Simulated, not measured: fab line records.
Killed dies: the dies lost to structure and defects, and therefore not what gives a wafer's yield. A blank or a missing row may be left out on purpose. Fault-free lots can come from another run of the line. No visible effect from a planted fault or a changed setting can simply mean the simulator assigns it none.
Which tool did it? + flow berkeley_cmos170 + 42 wafers from 14 lots sampled at 6 of the route's 331 steps

## WHAT EACH GAUGE READ, for each wafer
UCB170_M1_OVL_MEAS_10. Usual: M1_OVL gives -3 nm (standard deviation 5.8).
| lot  | measured     | on         | M1_OVL (nm) | flag |
|------|--------------|------------|-------------|------|
| L367 | day 8 10:32  | overlay-02 | -3 -2 -5    |      |
| L368 | day 8 11:15  | overlay-02 | 12 5 1      |      |
| L370 | day 8 20:02  | overlay-01 | -12 -12 -11 |      |
| L373 | day 10 05:42 | overlay-02 | -1 -1 4     |      |
| L374 | day 10 06:00 | overlay-01 | 3 -3 -4     |      |
| L376 | day 10 06:16 | overlay-02 | 4 1 6       |      |
| L377 | day 10 16:50 | overlay-02 | 3 4 2       |      |
| L379 | day 11 10:22 | overlay-01 | -1 -5 -5    |      |
| L380 | day 11 12:23 | overlay-01 | -9 2 -2     |      |
| L384 | day 12 00:01 | overlay-01 | -4 -3 -6    |      |
| L386 | day 13 01:42 | overlay-02 | -8 -11 -11  |      |
| L388 | day 13 14:25 | overlay-02 | -4 -16 -8   |      |
| L389 | day 13 15:05 | overlay-02 | -3 -4 1     |      |
| L390 | day 13 21:56 | overlay-01 | -11 -1 -9   |      |

UCB170_M2_RS_MEAS_02: measures by four-point-probe. Usual: M2_AL_RS gives 0.0323 ohm/sq (standard deviation 0.00056).
| lot  | measured     | on            | M2_AL_RS (ohm/sq)    | flag |
|------|--------------|---------------|----------------------|------|
| L367 | day 8 14:58  | film_metro-02 | 0.0326 0.0319 0.0316 |      |
| L368 | day 8 16:31  | film_metro-04 | 0.0320 0.0330 0.0321 |      |
| L370 | day 9 01:26  | film_metro-04 | 0.0323 0.0325 0.0321 |      |
| L373 | day 10 13:29 | film_metro-02 | 0.0327 0.0327 0.0327 |      |
| L374 | day 10 13:44 | film_metro-03 | 0.0545 0.0522 0.0535 | OFF  |
| L376 | day 10 13:58 | film_metro-02 | 0.0328 0.0328 0.0328 |      |
| L377 | day 10 22:27 | film_metro-02 | 0.0529 0.0533 0.0531 | OFF  |
| L379 | day 11 14:42 | film_metro-03 | 0.0317 0.0325 0.0325 |      |
| L380 | day 11 17:25 | film_metro-04 | 0.0329 0.0327 0.0328 |      |
| L384 | day 12 04:50 | film_metro-03 | 0.0317 0.0330 0.0324 |      |
| L386 | day 13 09:30 | film_metro-03 | 0.0315 0.0315 0.0320 |      |
| L388 | day 13 21:43 | film_metro-04 | 0.0319 0.0328 0.0316 |      |
| L389 | day 13 22:14 | film_metro-03 | 0.0330 0.0328 0.0333 |      |
| L390 | day 14 04:32 | film_metro-04 | 0.0314 0.0319 0.0311 |      |

UCB170_M2_THK_MEAS_03: measures by xrf. Usual: M2_AL_THK gives 880 nm (standard deviation 18).
| lot  | measured     | on            | M2_AL_THK (nm) | flag |
|------|--------------|---------------|----------------|------|
| L367 | day 8 15:05  | film_metro-02 | 882 895 912    |      |
| L368 | day 8 16:37  | film_metro-04 | 883 867 894    |      |
| L370 | day 9 01:34  | film_metro-04 | 874 868 878    |      |
| L373 | day 10 13:34 | film_metro-02 | 886 880 880    |      |
| L374 | day 10 13:50 | film_metro-03 | 522 547 530    | OFF  |
| L376 | day 10 14:05 | film_metro-02 | 877 880 878    |      |
| L377 | day 10 22:34 | film_metro-02 | 547 546 544    | OFF  |
| L379 | day 11 14:49 | film_metro-03 | 890 869 870    |      |
| L380 | day 11 17:31 | film_metro-04 | 876 867 874    |      |
| L384 | day 12 04:57 | film_metro-03 | 891 857 869    |      |
| L386 | day 13 09:37 | film_metro-03 | 897 894 881    |      |
| L388 | day 13 21:49 | film_metro-04 | 892 865 898    |      |
| L389 | day 13 22:22 | film_metro-03 | 854 857 849    |      |
| L390 | day 14 04:40 | film_metro-04 | 906 892 912    |      |

## EACH LOT AND THE TOOL THAT RAN IT (in order: tool; ch and the chambers of the sampled wafers; start)
| lot  | UCB170_SDANNEAL_RTA_00           | UCB170_CONTACT_RTA_08            | UCB170_M2_SPUTTER_01         |
|------|----------------------------------|----------------------------------|------------------------------|
| L367 | rtp_anneal-01 ch 0, day 8 02:05  | rtp_anneal-01 ch 0, day 8 06:48  | pvd_sputter-04, day 8 14:52  |
| L368 | rtp_anneal-01 ch 0, day 8 04:15  | rtp_anneal-02 ch 0, day 8 08:16  | pvd_sputter-02, day 8 16:23  |
| L370 | rtp_anneal-01 ch 0, day 8 11:33  | rtp_anneal-01 ch 0, day 8 16:46  | pvd_sputter-04, day 9 01:22  |
| L373 | rtp_anneal-02 ch 0, day 9 21:03  | rtp_anneal-01 ch 0, day 10 02:29 | pvd_sputter-01, day 10 13:20 |
| L374 | rtp_anneal-02 ch 0, day 9 21:23  | rtp_anneal-02 ch 0, day 10 02:29 | pvd_sputter-04, day 10 13:37 |
| L376 | rtp_anneal-02 ch 0, day 9 21:32  | rtp_anneal-01 ch 0, day 10 02:32 | pvd_sputter-01, day 10 13:53 |
| L377 | rtp_anneal-02 ch 0, day 10 09:26 | rtp_anneal-02 ch 0, day 10 13:45 | pvd_sputter-04, day 10 22:22 |
| L379 | rtp_anneal-01 ch 0, day 11 03:17 | rtp_anneal-01 ch 0, day 11 07:04 | pvd_sputter-02, day 11 14:35 |
| L380 | rtp_anneal-01 ch 0, day 11 03:27 | rtp_anneal-01 ch 0, day 11 09:04 | pvd_sputter-01, day 11 17:16 |
| L384 | rtp_anneal-02 ch 0, day 11 14:18 | rtp_anneal-02 ch 0, day 11 19:33 | pvd_sputter-02, day 12 04:44 |
| L386 | rtp_anneal-02 ch 0, day 12 18:34 | rtp_anneal-02 ch 0, day 12 22:39 | pvd_sputter-04, day 13 09:24 |
| L388 | rtp_anneal-02 ch 0, day 13 04:29 | rtp_anneal-02 ch 0, day 13 08:53 | pvd_sputter-02, day 13 21:35 |
| L389 | rtp_anneal-01 ch 0, day 13 04:48 | rtp_anneal-01 ch 0, day 13 10:47 | pvd_sputter-01, day 13 22:09 |
| L390 | rtp_anneal-02 ch 0, day 13 13:34 | rtp_anneal-02 ch 0, day 13 18:16 | pvd_sputter-04, day 14 04:27 |
- UCB170_SDANNEAL_RTA_00: time 10 s.
- UCB170_CONTACT_RTA_08: time 10 s.
- UCB170_M2_SPUTTER_01: material Al, target thk 900 nm, time 120 s.

## AS READ BY THE TOOLS THEMSELVES (means over the sampled wafers that have a number; for cases with no such wafer, the mark the record gives instead)
UCB170_SDANNEAL_RTA_00. Usual: lamp_power_pct 26.4 %, standard deviation 2.6; wafer_temp_C_max 903.9, standard deviation 1.5.
| lot  | tool          | lamp_power_pct (%) | wafer_temp_C_max | flag |
|------|---------------|--------------------|------------------|------|
| L367 | rtp_anneal-01 | 23.5               | 902.7            |      |
| L368 | rtp_anneal-01 | 23.5               | 902.2            |      |
| L370 | rtp_anneal-01 | 23.5               | 901.7            |      |
| L373 | rtp_anneal-02 | 28.8               | 905.4            |      |
| L374 | rtp_anneal-02 | 28.8               | 904.2            |      |
| L376 | rtp_anneal-02 | 28.8               | 905.2            |      |
| L377 | rtp_anneal-02 | 28.8               | 904.9            |      |
| L379 | rtp_anneal-01 | 23.5               | 901.8            |      |
| L380 | rtp_anneal-01 | 23.5               | 902.2            |      |
| L384 | rtp_anneal-02 | 28.8               | 904.5            |      |
| L386 | rtp_anneal-02 | 28.8               | 904.8            |      |
| L388 | rtp_anneal-02 | 28.8               | 904.3            |      |
| L389 | rtp_anneal-01 | 23.5               | 902.4            |      |
| L390 | rtp_anneal-02 | 28.8               | 905.6            |      |

UCB170_CONTACT_RTA_08. Usual: lamp_power_pct 26.2 %, standard deviation 2.7; wafer_temp_C_max 903.7, standard deviation 1.5.
| lot  | tool          | lamp_power_pct (%) | wafer_temp_C_max | flag |
|------|---------------|--------------------|------------------|------|
| L367 | rtp_anneal-01 | 23.5               | 902.3            |      |
| L368 | rtp_anneal-02 | 28.8               | 904.6            |      |
| L370 | rtp_anneal-01 | 23.5               | 903.3            |      |
| L373 | rtp_anneal-01 | 23.5               | 902.3            |      |
| L374 | rtp_anneal-02 | 28.8               | 903.9            |      |
| L376 | rtp_anneal-01 | 23.5               | 901.9            |      |
| L377 | rtp_anneal-02 | 28.8               | 905.8            |      |
| L379 | rtp_anneal-01 | 23.5               | 903.3            |      |
| L380 | rtp_anneal-01 | 23.5               | 902.4            |      |
| L384 | rtp_anneal-02 | 28.9               | 904.3            |      |
| L386 | rtp_anneal-02 | 28.8               | 905.0            |      |
| L388 | rtp_anneal-02 | 28.8               | 905.7            |      |
| L389 | rtp_anneal-01 | 23.5               | 902.1            |      |
| L390 | rtp_anneal-02 | 28.8               | 904.4            |      |

UCB170_M2_SPUTTER_01. Usual: 29.7 % for throttle_valve_pct, sd 1.
| lot  | tool           | throttle_valve_pct (%) | flag |
|------|----------------|------------------------|------|
| L367 | pvd_sputter-04 | 28.9                   |      |
| L368 | pvd_sputter-02 | 29.4                   |      |
| L370 | pvd_sputter-04 | 29.8                   |      |
| L373 | pvd_sputter-01 | 29.8                   |      |
| L374 | pvd_sputter-04 | 29.4                   |      |
| L376 | pvd_sputter-01 | 29.0                   |      |
| L377 | pvd_sputter-04 | 30.4                   |      |
| L379 | pvd_sputter-02 | 29.5                   |      |
| L380 | pvd_sputter-01 | 30.4                   |      |
| L384 | pvd_sputter-02 | 29.4                   |      |
| L386 | pvd_sputter-04 | 29.7                   |      |
| L388 | pvd_sputter-02 | 29.9                   |      |
| L389 | pvd_sputter-01 | 30.6                   |      |
| L390 | pvd_sputter-04 | 29.6                   |      |

## THE ANSWER, worked out from the rows above alone
Rule: lot off if the mean of its wafers having a number is beyond 3 standard deviations from the usual mean. A lot without any number at a reading at which 4 lots or more have one is off too. Where the step has rows for the other lots, those lots are counted as sound. After the gauges, taken in route order, come the tools' own readings; for these a lot's mean is taken, as printed above. At the first step where some lot is off, the reading lying furthest off is the one used; lots without a number count as furthest.
Off: L374, L377, seen at UCB170_M2_RS_MEAS_02 (M2_AL_RS).
A tool fits if, at a process step before that reading, it ran every lot that is off, and no sound lot after the first of them. Those tools and the gauges at UCB170_M2_RS_MEAS_02 are tried in the same way. Of those tried, none fits.

## WHAT HAD BEEN PUT IN BY THE SIMULATOR
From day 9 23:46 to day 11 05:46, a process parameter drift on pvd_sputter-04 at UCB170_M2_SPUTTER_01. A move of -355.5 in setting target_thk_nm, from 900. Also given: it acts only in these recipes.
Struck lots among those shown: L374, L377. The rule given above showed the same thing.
